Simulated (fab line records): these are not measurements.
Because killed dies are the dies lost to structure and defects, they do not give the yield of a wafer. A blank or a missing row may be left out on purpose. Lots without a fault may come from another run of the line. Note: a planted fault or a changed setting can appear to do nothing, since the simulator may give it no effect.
Lot-split experiment -- flow berkeley_cmos170 -- 23 wafers read across 5 lots, on a route 331 steps long

ABOUT THE SPLIT
At UCB170_NWELL_CVD_04 (deposits Si3N4 from SiH2Cl2/NH3, target thk 224 nm, time 3360 s), the setting pressure_mtorr was moved away from the recipe's 200 mTorr on 20 of the 23 wafers read, by -10.3% to +10.5%. For the rest of the wafers, this setting stayed at what the recipe calls for.

Split to reading: the file shows no intervening step.

THE READING
At UCB170_NWELL_THK_MEAS_05: NWELL_NITRIDE_THK, given in nm. Fault-free wafers of this fab line usually give 226.2 nm, standard deviation 1.8 nm.

wafer,"tool, chamber at the split","pressure_mtorr as run, mTorr",against the recipe,"NWELL_NITRIDE_THK, nm",against lot-mates on the recipe
L074.1,"lpcvd-01, 0",200,recipe,223.1,-
L074.5,"lpcvd-01, 0",200,recipe,223.5,-
L074.6,"lpcvd-01, 0",200,recipe,223.4,-
L076.1,"-, -",219.3,+9.7%,232.9,no lot-mate on the recipe
L076.3,"-, -",219.3,+9.7%,232.8,no lot-mate on the recipe
L076.4,"-, -",219.3,+9.7%,233.2,no lot-mate on the recipe
L076.5,"-, -",219.3,+9.7%,231.5,no lot-mate on the recipe
L076.6,"-, -",219.3,+9.7%,231.7,no lot-mate on the recipe
L083.1,"-, -",179.3,-10.3%,220.0,no lot-mate on the recipe
L083.3,"-, -",179.3,-10.3%,219.6,no lot-mate on the recipe
L083.4,"-, -",179.3,-10.3%,221.1,no lot-mate on the recipe
L083.5,"-, -",179.3,-10.3%,221.2,no lot-mate on the recipe
L083.6,"-, -",179.3,-10.3%,220.3,no lot-mate on the recipe
L084.1,"-, -",221,+10.5%,232.8,no lot-mate on the recipe
L084.2,"-, -",221,+10.5%,232.8,no lot-mate on the recipe
L084.4,"-, -",221,+10.5%,233.2,no lot-mate on the recipe
L084.5,"-, -",221,+10.5%,232.3,no lot-mate on the recipe
L084.6,"-, -",221,+10.5%,230.8,no lot-mate on the recipe
L085.1,"-, -",214.1,+7.1%,229.3,no lot-mate on the recipe
L085.2,"-, -",214.1,+7.1%,228.8,no lot-mate on the recipe
L085.4,"-, -",214.1,+7.1%,229.2,no lot-mate on the recipe
L085.5,"-, -",214.1,+7.1%,228.4,no lot-mate on the recipe
L085.6,"-, -",214.1,+7.1%,228.9,no lot-mate on the recipe

FIT RESULTS
A straight line over all 23 wafers: NWELL_NITRIDE_THK changes by +0.589 nm for each +1% of pressure_mtorr; r = +0.96; the points scatter about the line by 1.4 nm.
Too few moved wafers have a lot-mate on the recipe to fit a line with each lot's own level taken away.

THE WHOLE CHAIN: every reading that the file lists as answering this split, in the file's order
step,what it does,reading,change (the file's fit),r (the file's)
UCB170_NWELL_CVD_04,"deposits Si3N4 from SiH2Cl2/NH3, target thk 224 nm, time 3360 s","Si3N4_of_NWELL_CVD_04.thk_nm (the simulator's own value, which no gauge read)",+0.587 nm for each +1% of the setting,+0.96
UCB170_NWELL_THK_MEAS_05,,NWELL_NITRIDE_THK,+0.588 for each +1% of the setting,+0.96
UCB170_NWELL_ETCH_13,"etches Si3N4 in CH3F/Ar/O2, stops on SiO2, target depth 246.4 nm, time 154 s","etch.depth_nm (the simulator's own value, which no gauge read)",+0.696 nm for each +1% of the setting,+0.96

THE FILE'S OWN FIT
NWELL_NITRIDE_THK changes by +0.588 nm for each +1% of pressure_mtorr, r = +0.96.
